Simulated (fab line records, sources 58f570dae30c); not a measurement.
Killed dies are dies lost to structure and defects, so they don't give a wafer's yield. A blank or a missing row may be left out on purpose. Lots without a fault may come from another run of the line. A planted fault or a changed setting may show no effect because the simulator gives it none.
A struck lot beside a sound one | flow berkeley_cmos170 | 44 steps out of a route of 331
Sound: wafers L518.1, L518.2, L518.3. Struck: wafers L525.2, L525.4, L525.5. The cause comes at the end.
At each step with rows: each side's tool, then ch and its chambers, then its first start. Under that, the readings that differ: sound wafers | struck wafers | difference of the means | sigmas: that difference in standard deviations of wafers without a fault.
alike: readings whose means differ by less than 2 such deviations, and words and numbers that are the same on both sides. not compared: withheld readings, readings that some wafer has no value for, bounds like >300 that may hide the same value, and numbers for which the record gives no deviation and whose values overlap.
The two part at a step that has a row with sigmas, a row that says differs or no value, or rows on one side only. Numbers that don't overlap but have no deviation are shown without sigmas and don't part them. A reading that every wafer of one side lacks parts them only if that side has two wafers or more.

first, 7 steps without rows for these wafers: UCB170_ACTIVE_CLEAN_17 (cleans in SPM, time 600 s); UCB170_PFIELD_HMDS_00 (prime time 60 s); UCB170_PFIELD_COAT_01 (resist thk 900 nm); UCB170_PFIELD_SOFTBAKE_02 (time 60 s); UCB170_PFIELD_EXPOSE_03 (exposes mask PFIELD, target cd 1500 nm); UCB170_PFIELD_PEB_04; UCB170_PFIELD_DEVELOP_05 (develop time 45 s).
UCB170_PFIELD_OVL_MEAS_06:
  sound on overlay-01, day 5 20:46; struck on overlay-02, day 7 08:07
  alike: PFIELD_OVL
then, 1 step without rows for these wafers: UCB170_PFIELD_IMPLANT_07.
UCB170_PFIELD_STRIP_08: strips in O2.
  sound on plasma_asher-04 ch 0,1, day 5 20:57; struck on plasma_asher-03 ch 0,1, day 7 08:18
  alike: chamber_pressure_mTorr, drypump_motor_current_A, oes_product_au, strip_time_to_endpoint_s
  not compared: rf_hours_counter_h
UCB170_PFIELD_TW_MEAS_09:
  sound on film_metro-01, day 5 21:03; struck on film_metro-01, day 7 08:25
  alike: PFIELD_TW
then, 1 step without rows for these wafers: UCB170_FIELD_CLEAN_00 (cleans in dHF, time 7.5 s).
UCB170_FIELD_OXIDATION_01: target thk 558.3 nm, ox time 7200 s.
  sound on furnace-04 ch 0, day 6 00:38; struck on furnace-02 ch 0, day 7 15:18
UCB170_FIELD_THK_MEAS_02:
  sound on film_metro-01, day 6 03:38; struck on film_metro-01, day 7 18:22
  reading              | sound       | struck      | difference | sigmas
  FIELD_OXIDE_THK (nm) | 563 568 570 | 837 851 851 | +279       | +25
then, 1 step without rows for these wafers: UCB170_FIELD_ANNEAL_03 (time 1200 s).
UCB170_FIELD_WET_ETCH_04: etches SiO2 in dHF, time 61.27 s.
  sound on wet_bench-03 ch 0, day 6 07:23; struck on wet_bench-02 ch 2, day 7 20:34
  reading                                      | sound           | struck            | difference | sigmas
  model.SiO2_of_FIELD_OXIDATION_01.thk_nm (nm) | 529.5 534.2 536 | 802.7 817.3 816.8 | +279.0     |
then, 1 step without rows for these wafers: UCB170_FIELD_WET_ETCH_05 (etches Si3N4 in H3PO4, time 12600 s).
UCB170_FIELD_WET_ETCH_06: etches SiO2 in BOE, time 22 s.
  sound on wet_bench-02 ch 1, day 6 11:35; struck on wet_bench-02 ch 2, day 8 00:56
  reading                                      | sound             | struck            | difference | sigmas
  model.SiO2_of_FIELD_OXIDATION_01.thk_nm (nm) | 447.8 451.9 453.9 | 719.7 734.3 734.1 | +278.2     |
UCB170_FIELD_THK_MEAS_90:
  sound on film_metro-03, day 6 11:37; struck on film_metro-03, day 8 00:57
  reading                     | sound       | struck      | difference | sigmas
  FIELD_OXIDE_LEFT_1_THK (nm) | 448 452 454 | 720 734 734 | +278       | +25
then, 2 steps without rows for these wafers: UCB170_SACOX_CLEAN_00 (cleans in dHF, time 7.5 s); UCB170_SACOX_OXIDATION_01 (target thk 14.4 nm, ox time 2400 s).
UCB170_SACOX_THK_MEAS_02:
  sound on film_metro-03, day 6 15:30; struck on film_metro-03, day 8 03:25
  alike: SACOX_OXIDE_THK
then, 2 steps without rows for these wafers: UCB170_SCREENOX_WET_ETCH_00 (etches SiO2 in dHF, time 200 s); UCB170_SCREENOX_OXIDATION_01 (target thk 14.4 nm, ox time 2400 s).
UCB170_SCREENOX_THK_MEAS_02:
  sound on film_metro-01, day 6 21:52; struck on film_metro-01, day 8 05:54
  alike: SCREENOX_OXIDE_THK
then, 7 steps without rows for these wafers: UCB170_SCREENOX_ANNEAL_03 (time 900 s); UCB170_NVT_HMDS_00 (prime time 60 s); UCB170_NVT_COAT_01 (resist thk 900 nm); UCB170_NVT_SOFTBAKE_02 (time 60 s); UCB170_NVT_EXPOSE_03 (exposes mask PWELL, target cd 3000 nm); UCB170_NVT_PEB_04; UCB170_NVT_DEVELOP_05 (develop time 45 s).
UCB170_NVT_OVL_MEAS_06:
  sound on overlay-01, day 7 04:53; struck on overlay-02, day 8 09:31
  alike: NVT_OVL
then, 1 step without rows for these wafers: UCB170_NVT_IMPLANT_07.
UCB170_NVT_STRIP_08: strips in O2.
  sound on plasma_asher-03 ch 0,1, day 7 05:04; struck on plasma_asher-01 ch 0,1, day 8 09:42
  alike: chamber_pressure_mTorr, drypump_motor_current_A, oes_product_au, strip_time_to_endpoint_s
  not compared: rf_hours_counter_h
UCB170_NVT_TW_MEAS_09:
  sound on film_metro-03, day 7 05:10; struck on film_metro-02, day 8 09:49
  reading | sound       | struck      | difference | sigmas
  NVT_TW  | 526 524 524 | 531 531 532 | +7         | +2
then, 6 steps without rows for these wafers: UCB170_NVT_CLEAN_10 (cleans in SPM, time 600 s); UCB170_PVT_HMDS_00 (prime time 60 s); UCB170_PVT_COAT_01 (resist thk 900 nm); UCB170_PVT_SOFTBAKE_02 (time 60 s); UCB170_PVT_EXPOSE_03 (exposes mask NWELL, target cd 3000 nm); UCB170_PVT_PEB_04.
UCB170_FIELD_THK_MEAS_91:
  sound on film_metro-03, day 7 08:22; struck on film_metro-04, day 8 11:34
  reading                     | sound       | struck      | difference | sigmas
  FIELD_OXIDE_LEFT_2_THK (nm) | 359 364 366 | 632 646 647 | +279       | +25
UCB170_M3_PROBE_99:
  the record has rows for the sound wafers here (prober-01, day 9 11:19) and none for the struck ones

WHERE THEY PART
First at UCB170_FIELD_THK_MEAS_02; last, within this record, at UCB170_M3_PROBE_99.

WHY: what the simulator had put in
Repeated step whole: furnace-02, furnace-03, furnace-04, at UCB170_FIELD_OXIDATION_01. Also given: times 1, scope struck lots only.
